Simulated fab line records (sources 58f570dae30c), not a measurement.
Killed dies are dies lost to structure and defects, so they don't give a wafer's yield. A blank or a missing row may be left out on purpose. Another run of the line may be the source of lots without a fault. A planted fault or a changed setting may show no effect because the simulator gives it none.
Lot-split experiment	flow berkeley_cmos170	23 wafers read from 5 lots, route of 331 steps

## ABOUT THE SPLIT
At UCB170_M1_COAT_04 (resist thk 900 nm), the setting resist_thk_nm was moved away from the recipe's 900 nm on 8 of the 23 wafers read, by -5.8% to +2.5%. All remaining wafers had this setting at the recipe value.

Reading taken at the split's own step.

## THE READING
KrF_of_M1_COAT_04.thk_nm (the simulator's own value, which no gauge read), in nm, at UCB170_M1_COAT_04 (resist thk 900 nm). No usual value for it is given in the file. Average 898.7 nm, standard deviation 2.6 nm, over the 15 wafers here run with the recipe.

wafer	tool, chamber at the split	resist_thk_nm as run, nm	against the recipe	KrF_of_M1_COAT_04.thk_nm, nm	against lot-mates on the recipe
L076.1	litho_track-04, 0	900	recipe	900.1	-
L076.2	litho_track-04, 0	847.6	-5.8%	848.5	-52.0
L076.3	litho_track-04, 0	900	recipe	900.9	-
L076.4	litho_track-04, 0	847.6	-5.8%	849.2	-51.3
L076.5	litho_track-04, 0	847.6	-5.8%	849.8	-50.7
L077.2	litho_track-02, 0	884.9	-1.7%	882.4	-13.9
L077.3	litho_track-02, 0	884.9	-1.7%	879.7	-16.5
L077.4	litho_track-02, 0	900	recipe	895.1	-
L077.5	litho_track-02, 0	884.9	-1.7%	883.3	-13.0
L077.6	litho_track-02, 0	900	recipe	897.4	-
L078.2	litho_track-02, 0	900	recipe	896.2	-
L078.3	litho_track-02, 0	900	recipe	896.8	-
L078.4	litho_track-02, 0	900	recipe	895	-
L078.5	litho_track-02, 0	900	recipe	899.4	-
L078.6	litho_track-02, 0	900	recipe	896.9	-
L080.1	litho_track-01, 0	900	recipe	902.3	-
L080.2	litho_track-01, 0	900	recipe	902.4	-
L080.3	litho_track-01, 0	922.2	+2.5%	925.2	+22.6
L080.4	litho_track-01, 0	900	recipe	903.2	-
L080.6	litho_track-01, 0	922.2	+2.5%	923.4	+20.8
L081.2	litho_track-04, 0	900	recipe	898.8	-
L081.3	litho_track-04, 0	900	recipe	898.8	-
L081.6	litho_track-04, 0	900	recipe	897.1	-

FIT RESULTS
A straight line over all 23 wafers: KrF_of_M1_COAT_04.thk_nm changes by +8.85 nm for each +1% of resist_thk_nm; r = +0.99; the points scatter about the line by 2.7 nm.
The same after taking each lot's own level away (the mean of its wafers on the recipe; 23 wafers): +8.8 nm for each +1%; r = +1.00; scatter 1.1 nm.
According to that fit, moving resist_thk_nm by its largest amount changes the reading by 51 nm.
Across the lots, their own levels run from 896.25 to 902.63 nm, a range of 2.5 times the standard deviation given above.
Hence the lot-to-lot level has little effect on the slope; both slopes agree.
Check: for one of the wafers moved furthest among these (-5.8%), held out of the fit, the line's prediction against its lot-mates is -50.9 nm. It came out at -52 nm against them.

## ADDITIONAL SPLITS CARRIED BY THESE WAFERS
These wafers also went through other splits before the reading. Each is held against what the fit with the lots' levels taken away leaves over:
other split on the same wafers	wafers away from the commonest value	r with KrF_of_M1_COAT_04.thk_nm (lot level and that fit taken away)
UCB170_NSD_EXPOSE_03 dose_mj	5	-0.29

## THE FILE'S OWN FIT
KrF_of_M1_COAT_04.thk_nm changes by +8.8 nm for each +1% of resist_thk_nm, r = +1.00.
